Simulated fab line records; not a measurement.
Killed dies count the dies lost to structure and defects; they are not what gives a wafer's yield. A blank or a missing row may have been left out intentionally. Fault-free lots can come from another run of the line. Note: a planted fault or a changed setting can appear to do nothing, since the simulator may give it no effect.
Chamber matching / flow berkeley cmos170 / rie diel-02 running UCB170_ZERO_ETCH_06: 4 sister chambers
The step etches SiO2 in CHF3/CF4/Ar, time 12 s. 8 wafers are shown with their chamber, then 7 later ones without.

== EACH WAFER AND ITS CHAMBER ==
wafer=L303.6; chamber=3; throttle valve pct (%)=8.98; drypump motor current A (A)=5.4
wafer=L311.3; chamber=2; throttle valve pct (%)=9.29; drypump motor current A (A)=5.7
wafer=L311.4; chamber=0; throttle valve pct (%)=9.40; drypump motor current A (A)=6.1
wafer=L313.2; chamber=0; throttle valve pct (%)=9.40; drypump motor current A (A)=6.0
wafer=L313.5; chamber=1; throttle valve pct (%)=9.02; drypump motor current A (A)=5.9
wafer=L313.6; chamber=2; throttle valve pct (%)=9.29; drypump motor current A (A)=5.7
wafer=L316.2; chamber=3; throttle valve pct (%)=8.97; drypump motor current A (A)=5.4
wafer=L316.3; chamber=1; throttle valve pct (%)=9.04; drypump motor current A (A)=5.8

== WAFERS WITHOUT THEIR CHAMBER ==
wafer=L316.4; throttle valve pct (%)=9.30; drypump motor current A (A)=5.7
wafer=L317.2; throttle valve pct (%)=9.02; drypump motor current A (A)=5.9
wafer=L317.3; throttle valve pct (%)=9.39; drypump motor current A (A)=6.0
wafer=L317.6; throttle valve pct (%)=8.98; drypump motor current A (A)=5.4
wafer=L319.2; throttle valve pct (%)=9.29; drypump motor current A (A)=5.7
wafer=L319.3; throttle valve pct (%)=9.02; drypump motor current A (A)=5.9
wafer=L319.5; throttle valve pct (%)=9.29; drypump motor current A (A)=5.7

== WHICH CHAMBER EACH WENT THROUGH ==
wafer=L316.4; from the rows above=2; in truth=2
wafer=L317.2; from the rows above=1; in truth=1
wafer=L317.3; from the rows above=0; in truth=0
wafer=L317.6; from the rows above=3; in truth=3
wafer=L319.2; from the rows above=2; in truth=2
wafer=L319.3; from the rows above=1; in truth=1
wafer=L319.5; from the rows above=2; in truth=2
Correctly placed: 7 of 7. Left unplaced by these rows: 0. 0 placed wrongly.
How it was worked out, from the rows above alone: a wafer's distance from a chamber is the root of the sum, over the readings, of the square of ((its reading less the chamber's mean) divided by the reading's scatter). The wafer belongs to the nearest chamber; if the next one is less than 2 further off, it can't be placed. Each chamber's mean is taken over the wafers shown for it. The scatter: the root of (the sum of the squares of (reading less its chamber's mean) over the shown wafers, divided by (wafers less chambers)).
